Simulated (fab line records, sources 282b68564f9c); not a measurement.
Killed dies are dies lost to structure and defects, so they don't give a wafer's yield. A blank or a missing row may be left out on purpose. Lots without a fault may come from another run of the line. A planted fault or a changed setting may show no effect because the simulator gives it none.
A sampling plan put to the test | flow rit_cmos | one fab line, 10 faults that these records tell of, each judged on the records of the lots that it struck
The plan is the line's own looks: the steps of the route at which a gauge or an inspection reads the wafer and doesn't change it. A look can be judged if struck wafers have a number there and the file gives its usual mean and standard deviation on fault-free wafers. Caught: at a look after the fault's first step, the mean of the struck wafers lies 4 or more of those standard deviations (sigma) from the usual mean. On the tool: the same test on the tool's own readings at the fault's steps. Another recipe on the struck wafers, or a record that is blank for them alone, also counts as caught.

THE FAULTS, as the simulator had put them in
1. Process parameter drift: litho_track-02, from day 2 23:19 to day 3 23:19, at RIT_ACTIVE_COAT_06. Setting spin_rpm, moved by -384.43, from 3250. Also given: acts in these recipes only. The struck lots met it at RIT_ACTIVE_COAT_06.
2. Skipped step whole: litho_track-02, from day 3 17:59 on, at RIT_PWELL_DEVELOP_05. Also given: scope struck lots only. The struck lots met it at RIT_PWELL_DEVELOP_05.
3. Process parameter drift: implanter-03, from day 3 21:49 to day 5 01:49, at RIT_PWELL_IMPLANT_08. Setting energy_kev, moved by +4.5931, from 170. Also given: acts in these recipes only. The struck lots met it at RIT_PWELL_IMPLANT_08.
4. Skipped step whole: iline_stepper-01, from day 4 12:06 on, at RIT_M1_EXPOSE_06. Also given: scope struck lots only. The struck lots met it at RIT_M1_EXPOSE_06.
5. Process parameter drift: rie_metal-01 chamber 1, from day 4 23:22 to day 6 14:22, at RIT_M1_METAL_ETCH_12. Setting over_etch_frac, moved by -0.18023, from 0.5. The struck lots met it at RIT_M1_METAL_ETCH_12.
6. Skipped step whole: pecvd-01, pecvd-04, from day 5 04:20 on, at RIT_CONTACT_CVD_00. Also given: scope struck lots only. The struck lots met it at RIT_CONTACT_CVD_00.
7. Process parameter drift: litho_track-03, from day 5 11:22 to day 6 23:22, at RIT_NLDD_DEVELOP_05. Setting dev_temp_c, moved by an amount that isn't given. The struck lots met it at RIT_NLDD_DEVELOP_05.
8. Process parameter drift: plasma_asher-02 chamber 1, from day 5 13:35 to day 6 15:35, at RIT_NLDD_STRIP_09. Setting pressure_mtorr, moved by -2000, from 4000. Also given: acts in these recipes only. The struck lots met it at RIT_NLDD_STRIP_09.
9. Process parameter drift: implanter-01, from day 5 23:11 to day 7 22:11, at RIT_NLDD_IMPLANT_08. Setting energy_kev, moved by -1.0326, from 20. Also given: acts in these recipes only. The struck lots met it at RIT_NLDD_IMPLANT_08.
10. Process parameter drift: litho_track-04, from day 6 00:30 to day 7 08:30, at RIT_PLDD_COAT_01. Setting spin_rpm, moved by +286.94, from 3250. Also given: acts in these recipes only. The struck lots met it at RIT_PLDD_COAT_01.

WHAT THE PLAN SAW
fault | on the tool itself                               | first look that catches it                      | reading, sigma | median hours from its first step to that look | hours from the fault's start to the first struck lot there | judged looks passed uncaught
1     | spin_speed_rpm -99 or beyond sigma               | none of the 2 looks that can be judged after it | -              | -                                             | -                                                          | 2
2     | the tool's record is blank for the struck wafers | not the one look that can be judged after it    | -              | -                                             | -                                                          | 1
3     | beam_energy_keV +85 sigma                        | no look after it can be judged                  | -              | -                                             | -                                                          | 0
4     | no reading that can be judged                    | no look after it can be judged                  | -              | -                                             | -                                                          | 0
5     | oes_product_au +4.3 sigma                        | no look after it can be judged                  | -              | -                                             | -                                                          | 0
6     | the tool's record is blank for the struck wafers | no look after it can be judged                  | -              | -                                             | -                                                          | 0
7     | developer_temp_C +21 sigma                       | no look after it can be judged                  | -              | -                                             | -                                                          | 0
8     | chamber_pressure_mTorr -99 or beyond sigma       | no look after it can be judged                  | -              | -                                             | -                                                          | 0
9     | beam_energy_keV -99 or beyond sigma              | none of the 2 looks that can be judged after it | -              | -                                             | -                                                          | 2
10    | spin_speed_rpm +99 or beyond sigma               | no look after it can be judged                  | -              | -                                             | -                                                          | 0
A dash: the fault isn't caught, or these records don't give the number.

Caught at a look: 0 of 10. Caught on the tool: 9 of 10. By one or the other: 9 of 10.
Caught on the tool alone: faults 1, 2, 3, 5, 6, 7, 8, 9, 10.
Caught by neither: fault 4.
